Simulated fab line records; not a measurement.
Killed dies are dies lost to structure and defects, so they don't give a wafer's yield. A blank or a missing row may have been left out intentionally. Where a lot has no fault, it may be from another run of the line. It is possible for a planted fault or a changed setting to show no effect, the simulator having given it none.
fab line records -- flow berkeleyCmos170
record: lots: 14, wafers: 42, lastDay: 13
route steps=331 shown PSD@179
lots untouched by any fault: they come from a run of this same line in which no faults occurred
startH: hours from the record's opening day to when the first of the lot's shown wafers began -- waitH: hours elapsed since this lot's preceding step -- " unchanged from the row above -- L1.1+2: one row covering several wafers at once -- - no value, or no start given -- * or withheld: withheld -- < > ~ a bound
route shown NAME@n: a module of which the file shows steps, and the number in the route of the first -- usual: average and standard deviation across the fault-free wafers -- same: alike in all rows -- chamber/n: place in a boat -- sites: per-site readings -- _std_site: standard deviation across them -- _edge_site: mean of outer sites minus mean of inner sites -- radiusMm: how far each site lies from the wafer's centre -- mask NAME#n: copy n -- behind: the tool/chamber that last shaped the wafer -- hold: reason for holding the lot/hours on hold/outcome of the hold -- device: whichever transistor did not switch (one of n, p or np) -- end of line: tests of these same wafers at the route's end -- a step given without rows: its recipe and nothing more -- killed: at the first sort, the dies lost to defects and structure; wafer yield is something else -- map: the dies of a wafer, with x for killed, . for not killed, _ for no die there
set.NAME: the setting as run; set.NAME@STEP: as run at that earlier step -- model.NAME: the simulator's own value behind a step, which no gauge read
a sample of lots followed through the steps of the route, with each step as a table and each wafer as a row
== steps ==
step: UCB170_PSD_PEB_04
recipe: pebTempC: 130, pebTimeS: withheld, resist: KrF
usual: heaterPowerTotalW: 56.81/0.047, plateTempC: 129.98/0.12
lot.wafer,tool,chamber,startH,waitH,heaterPowerTotalW,plateTempC
L689.2,lithoTrack-02,0,152.67,0.6,56.87,129.98
L689.5,lithoTrack-02,0,152.67,0.6,56.79,130.15
L689.6,lithoTrack-02,0,152.67,0.6,56.82,129.82
L687.1,lithoTrack-04,0,152.81,0.6,56.80,130.07
L687.4,lithoTrack-04,0,152.81,0.6,56.87,129.76
L687.5,lithoTrack-04,0,152.81,0.6,56.78,129.77
L692.1,lithoTrack-03,0,179.49,0.3,56.83,130.00
L692.2,lithoTrack-03,0,179.49,0.3,56.81,130.09
L692.6,lithoTrack-03,0,179.49,0.3,56.82,130.16
L691.3,lithoTrack-04,0,179.80,0.3,56.86,129.85
L691.4,lithoTrack-04,0,179.80,0.3,56.81,130.00
L691.6,lithoTrack-04,0,179.80,0.3,56.78,130.04
L696.2,lithoTrack-02,0,190.55,0.1,56.78,129.76
L696.3,lithoTrack-02,0,190.55,0.1,56.78,130.03
L696.5,lithoTrack-02,0,190.55,0.1,56.78,129.85
L693.1,lithoTrack-04,0,190.64,0.1,56.92,130.22
L693.2,lithoTrack-04,0,190.64,0.1,56.89,130.14
L693.6,lithoTrack-04,0,190.64,0.1,56.78,130.06
L698.4,lithoTrack-03,0,225.61,0.1,56.86,130.03
L698.5,lithoTrack-03,0,225.61,0.1,56.72,129.99
L698.6,lithoTrack-03,0,225.61,0.1,56.85,129.92
L697.3,lithoTrack-02,0,225.70,0.1,55.23,127.17
L697.4,lithoTrack-02,0,225.70,0.1,55.23,127.20
L697.5,lithoTrack-02,0,225.70,0.1,55.33,127.35
L702.1,lithoTrack-02,0,239.57,0.1,55.33,127.43
L702.2,lithoTrack-02,0,239.57,0.1,55.22,127.28
L702.6,lithoTrack-02,0,239.57,0.1,55.29,127.48
L705.1,lithoTrack-04,0,251.84,0.9,56.76,129.92
L705.4,lithoTrack-04,0,251.84,0.9,56.78,130.02
L705.5,lithoTrack-04,0,251.84,0.9,56.78,130.15
L707.1,lithoTrack-04,0,263.07,0.3,56.80,129.95
L707.2,lithoTrack-04,0,263.07,0.3,56.80,129.81
L707.3,lithoTrack-04,0,263.07,0.3,56.83,129.87
L710.1,lithoTrack-04,0,280.89,0.5,56.80,130.00
L710.3,lithoTrack-04,0,280.89,0.5,56.84,130.00
L710.4,lithoTrack-04,0,280.89,0.5,56.79,129.88
L709.4,lithoTrack-03,0,281.02,0.5,56.80,130.00
L709.5,lithoTrack-03,0,281.02,0.5,56.78,130.16
L709.6,lithoTrack-03,0,281.02,0.5,56.81,130.19
L708.1,lithoTrack-04,0,281.16,0.6,56.86,130.07
L708.2,lithoTrack-04,0,281.16,0.6,56.74,129.93
L708.4,lithoTrack-04,0,281.16,0.6,56.73,130.08
step: UCB170_PSD_CD_MEAS_06
recipe: targetCdNm: 1200
usual: cdNm: 1199.6/1.4
lot.wafer,tool,chamber,startH,waitH,cdNm
L689.2,cdSem-02,-,152.94,-,1199.7
L689.5,cdSem-02,-,152.94,-,1198.8
L689.6,cdSem-02,-,152.94,-,1200.3
L687.1,cdSem-02,-,153.09,-,1199.5
L687.4,cdSem-02,-,153.09,-,1200.7
L687.5,cdSem-02,-,153.09,-,1200.2
L692.1,cdSem-02,-,179.77,-,1200.8
L692.2,cdSem-02,-,179.77,-,1200.6
L692.6,cdSem-02,-,179.77,-,1198.8
L691.3,cdSem-01,-,180.07,-,1199.4
L691.4,cdSem-01,-,180.07,-,1199.0
L691.6,cdSem-01,-,180.07,-,1198.8
L696.2,cdSem-02,-,190.82,-,1200.1
L696.3,cdSem-02,-,190.82,-,1199.6
L696.5,cdSem-02,-,190.82,-,1199.2
L693.1,cdSem-02,-,190.92,-,1197.7
L693.2,cdSem-02,-,190.92,-,1198.1
L693.6,cdSem-02,-,190.92,-,1196.7
L698.4,cdSem-01,-,225.87,-,1202.7
L698.5,cdSem-01,-,225.87,-,1203.0
L698.6,cdSem-01,-,225.87,-,1203.6
L697.3,cdSem-02,-,225.97,-,1178.8
L697.4,cdSem-02,-,225.97,-,1177.9
L697.5,cdSem-02,-,225.97,-,1179.4
L702.1,cdSem-01,-,239.84,-,1179.8
L702.2,cdSem-01,-,239.84,-,1178.7
L702.6,cdSem-01,-,239.84,-,1178.7
L705.1,cdSem-02,-,252.11,-,1199.7
L705.4,cdSem-02,-,252.11,-,1198.3
L705.5,cdSem-02,-,252.11,-,1199.9
L707.1,cdSem-02,-,263.34,-,1201.7
L707.2,cdSem-02,-,263.34,-,1202.5
L707.3,cdSem-02,-,263.34,-,1201.4
L710.1,cdSem-01,-,281.16,-,1198.8
L710.3,cdSem-01,-,281.16,-,1200.0
L710.4,cdSem-01,-,281.16,-,1200.1
L709.4,cdSem-02,-,281.28,-,1199.1
L709.5,cdSem-02,-,281.28,-,1197.3
L709.6,cdSem-02,-,281.28,-,1198.3
L708.1,cdSem-01,-,281.44,-,1199.4
L708.2,cdSem-01,-,281.44,-,1200.6
L708.4,cdSem-01,-,281.44,-,1200.5
== key ==
firstSign: step: UCB170_PSD_PEB_04, reading: heaterPowerTotalW, direction: down, sigmas: 32, usual: 56.81, struck: 55.27
effect: step: UCB170_PSD_PEB_04, reading: plateTempC, direction: down, sigmas: 22, usual: *, struck: *
effect: step: UCB170_PSD_CD_MEAS_06, reading: cdNm, direction: down, sigmas: 15, usual: 1199.6, struck: 1178.9
metAt UCB170_PSD_PEB_04
struckLots L697,L702
testerLeftOut L697,L702
onsetBetween 190.55 225.70
fault: kind: processParameterDrift, tool: lithoTrack-02, chamber: -, onsetH: 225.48, steps: UCB170_PSD_PEB_04, channel: pebTempC, offset: *, shape: step, endH: 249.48, actsIn: *, stated: *
testerLeftOut: of these lots the tester's yield and bins aren't shown, on N5 and GAA mostly nor the transistor test; their killed dies are dies lost to structure and defects alone, not to doping, threshold or leakage, so they don't give the yield
